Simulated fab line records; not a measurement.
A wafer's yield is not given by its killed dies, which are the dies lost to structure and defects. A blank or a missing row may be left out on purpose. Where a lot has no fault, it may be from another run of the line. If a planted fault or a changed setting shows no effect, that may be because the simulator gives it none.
2 desks, one fault	flow rit-cmos	each desk holds nothing but its own numbers, with what lay behind them at the end

== FOR THE TOOL OWNER'S DESK: rtp-anneal-01 ==
The tool's own readings at RIT_SILICIDE_RTA_06 (time 10 s, ramp up 5 s, ramp down 10 s): means of the sampled wafers that have a number, for each lot that ran on this tool. Any lot whose mean is over 4 standard deviations away from the usual mean is out of limits and marked OUT; that distance is given in the brackets.
Columns: A = wafer_temp_C_max at RIT_SILICIDE_RTA_06, usual 753.8
lot	first seen here	A
L797	day 4 02:35	754.7
L799	day 4 10:37	755.7
L802	day 5 08:59	755.6
L806	day 5 20:55	755.3
Result from this desk: across the 4 lots, nothing is out of limits.

== THE METROLOGY DESK ==
Lot by lot, what the gauges showed, no matter which tool ran the lot: averages of those sampled wafers that carry a number. Any lot whose mean is over 4 standard deviations away from the usual mean is out of limits and marked OUT; that distance is given in the brackets. Only the readings that lie furthest out on some lot appear, 7 of the 14 it has.
Columns: A = NSD_RS at RIT_SDANNEAL_RS_MEAS_05, usual 85.07 ohm/sq; B = SILICIDE_TI_THK at RIT_SILICIDE_THK_MEAS_03, usual 30.0 nm; C = CONTACT_OVL at RIT_CONTACT_OVL_MEAS_09, usual -0.7 nm; D = cd-nm at RIT_CONTACT_CD_MEAS_90, usual 999.7 nm; E = M1_AL_RS at RIT_M1_RS_MEAS_01, usual 0.0712 ohm/sq; F = M1_AL_THK at RIT_M1_THK_MEAS_02, usual 416 nm; G = M1_OVL at RIT_M1_OVL_MEAS_10, usual -0.4 nm
lot	first seen here	A	B	C	D	E	F	G
L797	day 4 01:40	84.75	30.1	-0.5	998.0	0.0714	415	-0.4
L799	day 4 09:41	85.68	29.4	-0.3	997.5	0.0706	419	-2.8
L802	day 5 08:04	85.12	29.9	0.8	1001.0	0.0727	408	0.2
L806	day 5 19:59	85.22	30.2	0.9	999.9	0.0720	413	-0.6
L807	day 6 01:29	85.26	30.1	0.5	1000.5	0.0719	411	0.4
L811	day 6 20:52	84.98	29.8	0.1	999.7	0.0710	419	-1.3
Result from this desk: across the 6 lots, nothing is out of limits.

== BROUGHT TOGETHER ==
Nothing out of limits was seen by the tool owner's desk.
Nothing out of limits was seen by the metrology desk.

== WHAT THE SIMULATOR HAD INSERTED ==
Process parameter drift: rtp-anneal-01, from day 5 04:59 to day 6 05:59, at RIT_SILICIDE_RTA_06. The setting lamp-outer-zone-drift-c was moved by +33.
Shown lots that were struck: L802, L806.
